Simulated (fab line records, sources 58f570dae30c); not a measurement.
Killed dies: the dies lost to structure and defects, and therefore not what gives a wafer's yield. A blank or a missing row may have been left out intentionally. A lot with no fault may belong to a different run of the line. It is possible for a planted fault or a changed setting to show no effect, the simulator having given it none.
A single fault, viewed from 2 desks    flow berkeleyCmos170    numbers are kept per desk, each desk with only its own; the story behind them comes last

## FOR THE TOOL OWNER'S DESK: krfScanner-01
The tool's own readings at UCB170_PLDD_EXPOSE_03 (exposes mask PSELECT, target cd 1200 nm): means of the sampled wafers that have a number, for each lot that ran on this tool. Marked OUT: a lot whose mean sits more than 4 standard deviations from the usual mean, which makes it out of limits; the brackets give that distance.
Columns: A = exposureDoseMJCm2 at UCB170_PLDD_EXPOSE_03, usual 29.90; B = focusOffsetNm at UCB170_PLDD_EXPOSE_03, usual -0.1 nm
lot   first seen here  A      B
L956  day 8 03:08      29.89  0.3
L955  day 8 03:36      29.86  0.0
L958  day 8 18:35      29.90  -0.5
L963  day 9 15:45      29.87  -0.7
L972  day 11 12:52     29.92  -0.1
L975  day 12 00:37     29.88  0.4
L978  day 12 16:12     29.90  -0.2
L977  day 12 16:44     29.86  -0.6
This desk's finding: nothing out of limits on any of the 8 lots.

## AT THE METROLOGY DESK
Means of the sampled wafers that have a number, per lot and without regard to the tool the lot ran on: this is what the gauges read. Marked OUT: a lot whose mean sits more than 4 standard deviations from the usual mean, which makes it out of limits; the brackets give that distance.
Columns: A = NWELL_NITRIDE_THK at UCB170_NWELL_THK_MEAS_05, usual 222.7 nm; B = PVT_OVL at UCB170_PVT_OVL_MEAS_06, usual -1 nm; C = FIELD_OXIDE_LEFT_2_THK at UCB170_FIELD_THK_MEAS_91, usual 348 nm
lot   first seen here  A      B   C
L955  day 2 16:24      221.8  -6  378
L956  day 3 00:59      223.5  -0  363
L958  day 3 08:35      221.0  3   362
L959  day 3 14:40      223.0  -5  337
L961  day 4 01:04      224.7  -9  337
L963  day 4 05:13      222.4  -5  345
L965  day 4 13:11      220.6  3   354
L967  day 4 19:14      218.1  -1  339
L969  day 5 05:16      223.6  3   338
L968  day 5 05:16      224.8  -6  339
L972  day 6 01:01      221.3  -2  356
L973  day 6 07:47      223.9  -1  337
L975  day 6 21:58      221.8  -1  344
L977  day 7 08:19      224.9  3   361
L978  day 7 08:19      225.3  3   342
This desk's finding: nothing out of limits on any of the 15 lots.

## ALL TOGETHER
Nothing out of limits was seen by the tool owner's desk.
From the metrology desk's view, nothing was out of limits.

## WHAT THE SIMULATOR PUT IN
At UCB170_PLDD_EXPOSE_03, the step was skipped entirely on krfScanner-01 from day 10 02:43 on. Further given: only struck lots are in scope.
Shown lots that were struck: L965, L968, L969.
